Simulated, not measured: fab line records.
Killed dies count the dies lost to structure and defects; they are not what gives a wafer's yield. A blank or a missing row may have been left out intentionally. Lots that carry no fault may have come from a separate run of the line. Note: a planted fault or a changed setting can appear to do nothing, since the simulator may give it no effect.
Shared-tool check | flow berkeley-cmos170 | 15 lots and 45 wafers in the sample

## WHY THIS WAS OPENED
At UCB170_PLDD_TW_MEAS_11 the reading PLDD_TW is flagged on 3 of 15 lots. Fault-free wafers read 1004, with a standard deviation of 7.8.
Rule: flag the lot when none of its wafers has a number, or when each of its wafers that has one lies beyond 4 standard deviations from that mean. All remaining lots are regarded as sound.

lot  | measured     | on            | PLDD_TW, wafer by wafer | flag
L683 | day 7 01:57  | film-metro-02 | 1000 1005 1007          |
L687 | day 8 00:07  | film-metro-01 | 997 987 992             |
L684 | day 8 00:23  | film-metro-02 | 1014 1006 1010          |
L686 | day 8 00:40  | film-metro-01 | 992 994 996             |
L689 | day 8 04:14  | film-metro-01 | 995 991 995             |
L691 | day 9 00:13  | film-metro-03 | 1010 1011 1006          |
L692 | day 9 00:28  | film-metro-01 | 997 1000 1003           |
L690 | day 9 00:35  | film-metro-02 | 1011 1011 1010          |
L696 | day 9 14:02  | film-metro-02 | 1150 1147 1143          | FLAGGED
L700 | day 10 15:29 | film-metro-01 | 994 994 989             |
L701 | day 10 15:36 | film-metro-02 | 1139 1143 1141          | FLAGGED
L702 | day 10 16:03 | film-metro-01 | 1125 1126 1119          | FLAGGED
L703 | day 11 05:46 | film-metro-03 | 1006 1014 1011          |
L704 | day 11 05:54 | film-metro-01 | 1007 1005 1006          |
L705 | day 11 06:10 | film-metro-01 | 1008 1008 1005          |
The mean of the flagged lots' numbers is 1137, +133 from the usual (+17 standard deviations).

## WHICH TOOL RAN EACH LOT
The record keeps 1 process step preceding the reading, out of 331 steps on the route. Cell contents, in order: the tool; ch with the chambers the sampled wafers went through; the start.
lot  | flag    | UCB170_PLDD_IMPLANT_09
L683 |         | implanter-04 ch 0, day 7 01:42
L687 |         | implanter-01 ch 0, day 7 23:52
L684 |         | implanter-03 ch 0, day 8 00:08
L686 |         | implanter-01 ch 0, day 8 00:25
L689 |         | implanter-01 ch 0, day 8 04:01
L691 |         | implanter-03 ch 0, day 8 23:58
L692 |         | implanter-01 ch 0, day 9 00:14
L690 |         | implanter-04 ch 0, day 9 00:20
L696 | FLAGGED | implanter-01 ch 0, day 9 13:26
L700 |         | implanter-01 ch 0, day 10 15:14
L701 | FLAGGED | implanter-04 ch 0, day 10 14:58
L702 | FLAGGED | implanter-03 ch 0, day 10 15:31
L703 |         | implanter-01 ch 0, day 11 05:31
L704 |         | implanter-04 ch 0, day 11 05:41
L705 |         | implanter-01 ch 0, day 11 05:55
What these steps do:
- UCB170_PLDD_IMPLANT_09
- UCB170_PLDD_TW_MEAS_11

## FLAGGED AGAINST TOTAL, ONE TOOL AT A TIME (gauges that did the reading follow at the end)
step                   | tool          | lots run | flagged | share of the flagged lots | sound lots run after its first flagged lot
UCB170_PLDD_IMPLANT_09 | implanter-01  | 8        | 1       | some                      | 3 (L700,L703,L705)
UCB170_PLDD_IMPLANT_09 | implanter-03  | 3        | 1       | some                      | 0
UCB170_PLDD_IMPLANT_09 | implanter-04  | 4        | 1       | some                      | 1 (L704)
UCB170_PLDD_TW_MEAS_11 | film-metro-01 | 8        | 1       | some                      | 2 (L704,L705)
UCB170_PLDD_TW_MEAS_11 | film-metro-02 | 5        | 2       | some                      | 0
UCB170_PLDD_TW_MEAS_11 | film-metro-03 | 2        | 0       | none                      | -

## THE TABLE: WHAT IT ALLOWS
No row of the table ran every flagged lot.

## WHAT HAD BEEN PUT IN BY THE SIMULATOR
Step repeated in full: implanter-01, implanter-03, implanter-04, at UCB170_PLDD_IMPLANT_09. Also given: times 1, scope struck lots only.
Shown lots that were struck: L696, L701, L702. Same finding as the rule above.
